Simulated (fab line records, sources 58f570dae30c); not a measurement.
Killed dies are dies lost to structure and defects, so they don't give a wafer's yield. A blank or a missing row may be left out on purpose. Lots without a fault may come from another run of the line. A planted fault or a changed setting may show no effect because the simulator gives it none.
fab line records | flow berkeley_cmos170
record lots=5 wafers=15 last_day=12
route steps=331 shown M3@310
lots that met no fault: from a run of the same line without faults
start_h: hours from the record's first day to the start of the lot's first wafer shown | wait_h: hours since the lot's step before | " the same as in the row above | L1.1+2: a row that stands for several wafers | - no value, or no start given | * or withheld: withheld | < > ~ a bound
route shown NAME@n: a module of which the file shows steps, and the number in the route of the first | usual: mean/standard deviation of fault-free wafers | same: alike in all rows | chamber/n: place in a boat | sites: the reading at each site | _std_site: their standard deviation | _edge_site: outer sites' mean less inner sites' | radius_mm: how far each site lies from the wafer's centre | mask NAME#n: copy n | behind: the tool/chamber that last shaped the wafer | hold: why the lot was held/for how many hours/how that ended | device: the transistor (n, p or np) that didn't switch | end of line: the same wafers' tests at the end of the route | a step without rows: its recipe alone | killed: dies lost to structure and defects at the first sort, not the wafer's yield | map: a wafer's dies, x killed, . not, _ none there
set.NAME: the setting as run; set.NAME@STEP: as run at that earlier step | model.NAME: the simulator's own value behind a step, which no gauge read
lots at some steps of the route; a table a step, a row a wafer
services: from which hour (start_h, from the record's first day; less than 0 if before it) a tool's chamber was out of use, for how many hours, and why
## steps
# step UCB170_M3_SPUTTER_01
# recipe material=Al target_thk_nm=900 time_s=120 power_w=6000 chamber_pressure_pa=0.5
# usual cathode_dc_power_W=5999.9/1.1 throttle_valve_pct=30.6/0.8
# columns lot.wafer tool chamber start_h wait_h cathode_dc_power_W throttle_valve_pct
L079.1 pvd_sputter-01 - 181.77 0.0 5999.0 31.0
L079.5 " - " " 6000.3 29.9
L079.6 " - " " 5999.8 29.8
L078.2 pvd_sputter-03 - 182.08 0.0 5999.4 28.5
L078.3 " - " " 5999.1 31.3
L078.6 " - " " 6001.0 31.3
L084.2 pvd_sputter-04 - 210.57 0.0 5997.8 31.1
L084.3 " - " " 6000.9 31.2
L084.4 " - " " 6001.6 29.9
L093.2 pvd_sputter-04 - 258.65 0.0 5998.7 30.8
L093.3 " - " " 6000.6 31.2
L093.4 " - " " 5999.0 30.5
L097.2 pvd_sputter-04 - 273.05 0.0 5999.2 31.2
L097.5 " - " " 6000.0 30.3
L097.6 " - " " 6000.1 31.0
# step UCB170_M3_RS_MEAS_02
# recipe thk_meas_gauge=four-point-probe reads=Al_of_M3_SPUTTER_01
# usual M3_AL_RS=0.0321/0.00044
# columns lot.wafer tool chamber start_h wait_h M3_AL_RS[ohm/sq]
L079.1 film_metro-02 - 181.85 0.0 0.0322
L079.5 " - " " 0.0323
L079.6 " - " " 0.0324
L078.2 film_metro-03 - 182.19 0.1 0.0323
L078.3 " - " " 0.0323
L078.6 " - " " 0.0322
L084.2 film_metro-03 - 210.68 0.1 0.0318
L084.3 " - " " 0.0318
L084.4 " - " " 0.0322
L093.2 film_metro-04 - 258.75 0.1 0.0320
L093.3 " - " " 0.0316
L093.4 " - " " 0.0320
L097.2 film_metro-03 - 273.15 0.1 0.0319
L097.5 " - " " 0.0319
L097.6 " - " " 0.0319
# step UCB170_M3_THK_MEAS_03
# recipe thk_meas_gauge=xrf reads=Al_of_M3_SPUTTER_01
# usual M3_AL_THK=904/14
# columns lot.wafer tool chamber start_h wait_h M3_AL_THK[nm]
L079.1 film_metro-02 - 181.97 0.1 899
L079.5 " - " " 892
L079.6 " - " " 886
L078.2 film_metro-03 - 182.30 0.1 896
L078.3 " - " " 894
L078.6 " - " " 897
L084.2 film_metro-03 - 210.79 0.1 907
L084.3 " - " " 906
L084.4 " - " " 897
L093.2 film_metro-04 - 258.86 0.1 911
L093.3 " - " " 927
L093.4 " - " " 910
L097.2 film_metro-03 - 273.26 0.1 904
L097.5 " - " " 903
L097.6 " - " " 904
# step UCB170_M3_HMDS_04
# recipe prime_time_s=60 prime_temp_c=100
# usual chill_plate_temp_C=23.01/0.11
# columns lot.wafer tool chamber start_h wait_h chill_plate_temp_C
L079.1 litho_track-01 0 182.03 0.1 22.90
L079.5 " 0 " " 22.82
L079.6 " 0 " " 22.97
L078.2 litho_track-01 0 182.51 0.2 22.81
L078.3 " 0 " " 22.99
L078.6 " 0 " " 23.16
L084.2 litho_track-04 0 211.18 0.4 22.86
L084.3 " 0 " " 23.08
L084.4 " 0 " " 22.84
L093.2 litho_track-03 0 258.94 0.1 23.07
L093.3 " 0 " " 22.88
L093.4 " 0 " " 22.96
L097.2 litho_track-04 0 273.34 0.1 22.92
L097.5 " 0 " " 22.92
L097.6 " 0 " " 22.92
# step UCB170_M3_COAT_05
# recipe resist=KrF spin_rpm=1500 resist_thk_nm=900
# usual chill_plate_temp_C=23.00/0.1
# columns lot.wafer tool chamber start_h wait_h chill_plate_temp_C
L079.1 litho_track-01 0 182.18 0.1 22.87
L079.5 " 0 " " 23.16
L079.6 " 0 " " 22.98
L078.2 litho_track-01 0 182.66 0.1 22.95
L078.3 " 0 " " 22.87
L078.6 " 0 " " 22.76
L084.2 litho_track-04 0 211.33 0.1 23.14
L084.3 " 0 " " 23.17
L084.4 " 0 " " 23.27
L093.2 litho_track-03 0 259.09 0.1 23.07
L093.3 " 0 " " 23.05
L093.4 " 0 " " 23.11
L097.2 litho_track-04 0 273.49 0.1 23.23
L097.5 " 0 " " 22.99
L097.6 " 0 " " 23.04
# step UCB170_M3_SOFTBAKE_06
# recipe resist=KrF temp_c=130 time_s=60
# usual chill_plate_temp_C=22.98/0.1
# columns lot.wafer tool chamber start_h wait_h chill_plate_temp_C
L079.1 litho_track-01 0 182.33 0.1 23.00
L079.5 " 0 " " 23.09
L079.6 " 0 " " 23.00
L078.2 litho_track-01 0 182.81 0.1 22.84
L078.3 " 0 " " 23.00
L078.6 " 0 " " 22.93
L084.2 litho_track-04 0 211.48 0.1 23.16
L084.3 " 0 " " 23.08
L084.4 " 0 " " 22.94
L093.2 litho_track-03 0 259.24 0.1 23.10
L093.3 " 0 " " 23.02
L093.4 " 0 " " 23.01
L097.2 litho_track-04 0 273.64 0.1 22.90
L097.5 " 0 " " 23.00
L097.6 " 0 " " 23.00
# step UCB170_M3_STRIP_07
# recipe chemistry=O2 power_w=400 pressure_mtorr=3500 platen_temp_c=withheld o2_flow_sccm=400 overash_fraction=0.5
# usual drypump_motor_current_A=5.57/0.17 oes_product_au=0.735/0.0043 strip_time_to_endpoint_s=21.96/0.071
# columns lot.wafer tool chamber start_h wait_h drypump_motor_current_A oes_product_au rf_hours_counter_h strip_time_to_endpoint_s
L079.1 plasma_asher-02 1 182.48 0.1 5.83 0.736 9 21.98
L079.5 " 0 " " 5.39 0.726 - 21.89
L079.6 " 1 " " 5.80 0.737 - 21.87
L078.2 plasma_asher-01 1 182.93 0.1 5.41 0.737 50 21.88
L078.3 " 1 " " 5.43 0.732 - 21.82
L078.6 " 0 " " 5.56 0.732 - 21.82
L084.2 plasma_asher-01 1 211.60 0.1 5.43 0.727 53 22.04
L084.3 " 0 " " 5.56 0.742 - 22.03
L084.4 " 1 " " 5.44 0.739 - 22.01
L093.2 plasma_asher-01 0 259.36 0.1 5.56 0.732 58 22.01
L093.3 " 1 " " 5.43 0.735 - 22.03
L093.4 " 0 " " 5.57 0.732 - 21.95
L097.2 plasma_asher-03 1 273.76 0.1 5.66 0.737 56 22.07
L097.5 " 1 " " 5.67 0.744 - 22.05
L097.6 " 0 " " 5.96 0.729 - 22.07
# step UCB170_M3_STRIP_08
# recipe chemistry=DMSO temp_c=80 time_s=600 material=KrF
# columns lot.wafer tool chamber start_h wait_h
L079.1+5+6 wet_bench-03 3 182.58 0.1
L078.2+3+6 wet_bench-03 0 183.03 0.1
L084.2+3+4 wet_bench-03 0 211.70 0.1
L093.2+3+4 wet_bench-01 0 260.32 0.9
L097.2+5+6 wet_bench-03 1 273.91 0.1
# step UCB170_M3_COAT_09
# recipe resist=BARC temp_c=withheld time_s=withheld spin_rpm=3000 resist_thk_nm=withheld
# usual chill_plate_temp_C=*
# columns lot.wafer tool chamber start_h wait_h chill_plate_temp_C
L079.1 litho_track-03 0 182.79 0.0 *
L079.5 " 0 " " *
L079.6 " 0 " " *
L078.2 litho_track-04 0 183.66 0.4 *
L078.3 " 0 " " *
L078.6 " 0 " " *
L084.2 litho_track-01 0 212.15 0.3 *
L084.3 " 0 " " *
L084.4 " 0 " " *
L093.2 litho_track-03 0 260.90 0.4 *
L093.3 " 0 " " *
L093.4 " 0 " " *
L097.2 litho_track-04 0 274.11 0.0 *
L097.5 " 0 " " *
L097.6 " 0 " " *
# step UCB170_M3_COAT_10
# recipe resist=KrF spin_rpm=1500 resist_thk_nm=900
# usual chill_plate_temp_C=22.98/0.11
# columns lot.wafer tool chamber start_h wait_h chill_plate_temp_C
L079.1 litho_track-03 0 - - 23.04
L079.5 " 0 " " 23.00
L079.6 " 0 " " 22.93
L078.2 litho_track-04 0 - - 23.03
L078.3 " 0 " " 23.00
L078.6 " 0 " " 22.90
L084.2 litho_track-01 0 - - 22.90
L084.3 " 0 " " 23.05
L084.4 " 0 " " 23.18
L093.2 litho_track-03 0 - - 23.09
L093.3 " 0 " " 23.22
L093.4 " 0 " " 23.01
L097.2 litho_track-04 0 - - 23.01
L097.5 " 0 " " 23.10
L097.6 " 0 " " 22.90
# step UCB170_M3_SOFTBAKE_11
# recipe resist=KrF temp_c=130 time_s=60
# usual chill_plate_temp_C=23.01/0.1
# columns lot.wafer tool chamber start_h wait_h chill_plate_temp_C
L079.1 litho_track-03 0 - - 22.86
L079.5 " 0 " " 22.91
L079.6 " 0 " " 22.79
L078.2 litho_track-04 0 - - 22.99
L078.3 " 0 " " 23.08
L078.6 " 0 " " 22.93
L084.2 litho_track-01 0 - - 23.08
L084.3 " 0 " " 23.13
L084.4 " 0 " " 23.05
L093.2 litho_track-03 0 - - 23.04
L093.3 " 0 " " 23.14
L093.4 " 0 " " 22.94
L097.2 litho_track-04 0 - - 22.97
L097.5 " 0 " " 23.10
L097.6 " 0 " " 23.02
# step UCB170_M3_EXPOSE_12
# recipe mask_id=METAL3 target_cd_nm=700 na=0.5 sigma_outer=0.6 source_shape=conventional dose_mj=26
# same sigma_outer=0.6
# columns lot.wafer tool chamber start_h wait_h mask
L079.1+5+6 krf_scanner-01 0 183.24 - METAL3#0
L078.2+3+6 krf_scanner-01 0 184.10 - METAL3#0
L084.2+3+4 krf_scanner-01 0 212.59 - METAL3#0
L093.2+3+4 krf_scanner-01 0 261.50 - METAL3#0
L097.2+5+6 krf_scanner-02 0 274.80 - METAL3#0
# step UCB170_M3_PEB_13
# recipe peb_temp_c=130 peb_time_s=withheld resist=KrF
# usual chill_plate_temp_C=22.99/0.12
# columns lot.wafer tool chamber start_h wait_h chill_plate_temp_C
L079.1 litho_track-01 0 183.66 0.4 22.92
L079.5 " 0 " " 23.02
L079.6 " 0 " " 23.01
L078.2 litho_track-04 0 185.01 0.9 23.11
L078.3 " 0 " " 23.10
L078.6 " 0 " " 22.93
L084.2 litho_track-03 0 212.86 0.2 23.12
L084.3 " 0 " " 23.06
L084.4 " 0 " " 22.96
L093.2 litho_track-01 0 262.38 0.9 23.02
L093.3 " 0 " " 23.03
L093.4 " 0 " " 22.91
L097.2 litho_track-01 0 274.93 0.1 23.01
L097.5 " 0 " " 23.01
L097.6 " 0 " " 23.02
# step UCB170_M3_DEVELOP_14
# recipe developer=TMAH develop_time_s=45 resist=KrF dev_temp_c=21
# usual chill_plate_temp_C=22.99/0.1
# columns lot.wafer tool chamber start_h wait_h chill_plate_temp_C
L079.1 litho_track-01 0 - - 22.97
L079.5 " 0 " " 22.81
L079.6 " 0 " " 22.95
L078.2 litho_track-04 0 - - 22.92
L078.3 " 0 " " 23.01
L078.6 " 0 " " 23.01
L084.2 litho_track-03 0 - - 22.84
L084.3 " 0 " " 22.95
L084.4 " 0 " " 22.97
L093.2 litho_track-01 0 - - 22.99
L093.3 " 0 " " 23.05
L093.4 " 0 " " 22.89
L097.2 litho_track-01 0 - - 22.89
L097.5 " 0 " " 22.85
L097.6 " 0 " " 22.91
# step UCB170_M3_CD_MEAS_15
# recipe target_cd_nm=700
# usual cd_nm=700.5/1.4
# columns lot.wafer tool chamber start_h wait_h cd_nm
L079.1 cd_sem-01 - 183.93 - 701.9
L079.5 " - " " 702.1
L079.6 " - " " 700.9
L078.2 cd_sem-02 - 185.28 - 702.0
L078.3 " - " " 701.4
L078.6 " - " " 700.9
L084.2 cd_sem-02 - 213.13 - 697.9
L084.3 " - " " 697.8
L084.4 " - " " 697.2
L093.2 cd_sem-02 - 262.65 - 696.5
L093.3 " - " " 695.2
L093.4 " - " " 696.1
L097.2 cd_sem-01 - 275.20 - 699.1
L097.5 " - " " 699.9
L097.6 " - " " 699.5
# step UCB170_M3_OVL_MEAS_16
# usual M3_OVL=-2/6
# columns lot.wafer tool chamber start_h wait_h M3_OVL[nm]
L079.1 overlay-01 - 184.05 0.1 0
L079.5 " - " " -3
L079.6 " - " " 0
L078.2 overlay-01 - 185.38 0.1 1
L078.3 " - " " 3
L078.6 " - " " 3
L084.2 overlay-02 - 213.23 0.1 -3
L084.3 " - " " -1
L084.4 " - " " -5
L093.2 overlay-02 - 262.76 0.1 -5
L093.3 " - " " -7
L093.4 " - " " -4
L097.2 overlay-01 - 275.30 0.1 -2
L097.5 " - " " -8
L097.6 " - " " 2
# step UCB170_M3_ETCH_17
# recipe chemistry=N2/H2 target_depth_a=withheld overetch_a=withheld target=BARC time_s=withheld source_w=500 bias_w=100 pressure_mtorr=30 n2_flow_sccm=100 h2_flow_sccm=200
# usual bias_w=100.06/0.3 drypump_motor_current_A=5.7/0.49 oes_product_au=1.004/0.03 throttle_valve_pct=13.25/0.13
# columns lot.wafer tool chamber start_h wait_h bias_w drypump_motor_current_A oes_product_au throttle_valve_pct
L079.1 rie_diel-03 0 184.09 0.0 99.65 5.3 1.027 13.25
L079.5 " 3 " " 100.26 6.0 1.008 13.22
L079.6 " 2 " " 100.17 6.6 1.063 13.16
L078.2 rie_diel-03 2 185.41 0.0 100.05 6.6 1.052 13.16
L078.3 " 1 " " 100.30 5.9 1.005 13.19
L078.6 " 3 " " 100.53 6.0 1.004 13.24
L084.2 rie_diel-04 0 213.26 0.0 99.87 5.0 0.945 13.19
L084.3 " 3 " " 100.19 6.2 0.986 13.20
L084.4 " 0 " " 99.86 5.0 0.942 13.19
L093.2 rie_diel-03 2 262.79 0.0 100.00 6.7 1.052 13.16
L093.3 " 1 " " 100.09 6.0 1.011 13.17
L093.4 " 0 " " 100.20 5.3 1.024 13.22
L097.2 rie_diel-02 2 275.33 0.0 99.89 5.2 0.985 13.26
L097.5 " 2 " " 100.01 5.3 0.979 13.27
L097.6 " 3 " " 99.85 5.0 1.004 13.23
# step UCB170_M3_METAL_ETCH_18
# recipe chemistry=Cl2/BCl3 target=Al stop_on=SiO2 pressure_mtorr=12 target_depth_a=11700 over_etch_frac=0.3 time_s=195 icp_w=600 bias_w=120 Cl2_flow_sccm=90 bcl3_flow_sccm=45
# usual bias_w=120.0/0.38 drypump_motor_current_A=5.5/0.4 oes_product_au=0.868/0.011 throttle_valve_pct=24.24/0.15
# columns lot.wafer tool chamber start_h wait_h bias_w drypump_motor_current_A oes_product_au rf_hours_counter_h throttle_valve_pct
L079.1 rie_metal-02 0 184.13 - 120.2 5.6 0.871 10 24.27
L079.5 " 0 " " 120.6 5.6 0.870 - 24.27
L079.6 " 1 " " 120.3 5.1 0.862 - 24.17
L078.2 rie_metal-03 1 185.46 - 119.6 6.2 0.860 12 24.08
L078.3 " 0 " " 120.1 5.5 0.860 - 24.53
L078.6 " 1 " " 119.1 6.2 0.874 - 24.07
L084.2 rie_metal-03 1 213.30 - 119.7 6.2 0.874 12 24.10
L084.3 " 1 " " 119.6 6.2 0.868 - 24.09
L084.4 " 0 " " 120.4 5.6 0.875 - 24.53
L093.2 rie_metal-02 0 262.83 - 120.7 5.6 0.871 1 24.43
L093.3 " 0 " " 120.4 5.6 0.884 - 24.43
L093.4 " 1 " " 119.5 5.1 0.872 - 24.17
L097.2 rie_metal-03 0 275.37 - 119.7 5.6 0.874 4 24.52
L097.5 " 1 " " 120.3 6.2 0.877 - 24.08
L097.6 " 0 " " 120.4 5.6 0.882 - 24.52
# step UCB170_M3_STRIP_19
# recipe chemistry=O2 power_w=400 pressure_mtorr=3500 platen_temp_c=withheld o2_flow_sccm=400 overash_fraction=0.5
# usual drypump_motor_current_A=5.63/0.2 oes_product_au=0.541/0.022
# columns lot.wafer tool chamber start_h wait_h drypump_motor_current_A oes_product_au rf_hours_counter_h
L079.1 plasma_asher-01 0 184.32 0.1 5.56 0.578 50
L079.5 " 1 " " 5.43 0.575 -
L079.6 " 0 " " 5.57 0.567 -
L078.2 plasma_asher-03 1 185.64 0.1 5.67 0.537 46
L078.3 " 0 " " 5.94 0.525 -
L078.6 " 1 " " 5.67 0.546 -
L084.2 plasma_asher-01 0 213.49 0.1 5.58 0.547 53
L084.3 " 1 " " 5.43 0.543 -
L084.4 " 0 " " 5.58 0.520 -
L093.2 plasma_asher-03 1 263.02 0.1 5.65 0.568 54
L093.3 " 1 " " 5.64 0.573 -
L093.4 " 0 " " 5.90 0.566 -
L097.2 plasma_asher-01 0 275.56 0.1 5.56 0.535 60
L097.5 " 1 " " 5.41 0.547 -
L097.6 " 0 " " 5.56 0.535 -
# step UCB170_M3_CD_MEAS_90
# recipe target_cd_nm=700
# usual cd_nm=699/3.8
# columns lot.wafer tool chamber start_h wait_h cd_nm
L079.1 cd_sem-02 - 184.42 0.1 697
L079.5 " - " " 699
L079.6 " - " " 693
L078.2 cd_sem-01 - 185.76 0.1 707
L078.3 " - " " 702
L078.6 " - " " 704
L084.2 cd_sem-01 - 213.61 0.1 700
L084.3 " - " " 701
L084.4 " - " " 701
L093.2 cd_sem-02 - 263.14 0.1 696
L093.3 " - " " 692
L093.4 " - " " 688
L097.2 cd_sem-02 - 275.68 0.1 703
L097.5 " - " " 704
L097.6 " - " " 702
# step UCB170_M3_BOW_MEAS_20
# recipe mode=bow
# usual M3_BOW=37/6.7
# columns lot.wafer tool chamber start_h wait_h M3_BOW[um]
L079.1 film_metro-03 - 184.54 0.1 41
L079.5 " - " " 48
L079.6 " - " " 43
L078.2 film_metro-03 - 185.88 0.1 42
L078.3 " - " " 40
L078.6 " - " " 37
L084.2 film_metro-03 - 213.73 0.1 42
L084.3 " - " " 49
L084.4 " - " " 34
L093.2 film_metro-03 - 263.26 0.1 40
L093.3 " - " " 42
L093.4 " - " " 29
L097.2 film_metro-03 - 275.80 0.1 36
L097.5 " - " " 39
L097.6 " - " " 37
## services
# columns tool chamber start_h hours kind
krf_scanner-02 - 159.95 0.8 pm
rie_metal-02 - 165.81 14.6 pm
plasma_asher-01 - 165.95 0.4 repair
pvd_sputter-03 - 166.33 1.6 repair
rie_diel-04 3 166.57 13.6 repair
rie_diel-02 - 166.87 1.2 repair
pvd_sputter-03 - 172.79 1.6 repair
rie_metal-03 - 174.56 5.4 repair
rie_metal-03 - 179.26 2.1 repair
litho_track-03 - 188.40 - consumable_replace:filter
rie_diel-03 - 189.77 4.3 pm
krf_scanner-01 - 191.91 3.6 pm
rie_metal-03 - 194.22 2.8 pm
krf_scanner-01 - 201.05 1.0 pm
rie_diel-02 0 212.89 5.8 repair
rie_diel-02 1 215.32 5.4 repair
plasma_asher-01 - 228.80 5.0 repair
rie_diel-02 1 232.69 31.2 repair
pvd_sputter-03 - 233.41 7.9 repair
rie_diel-02 0 234.86 1.3 repair
krf_scanner-01 - 242.27 0.2 repair
krf_scanner-02 - 249.14 20.0 repair
krf_scanner-01 0 253.32 - calibration
krf_scanner-01 - 274.57 0.8 pm
## key
fault none
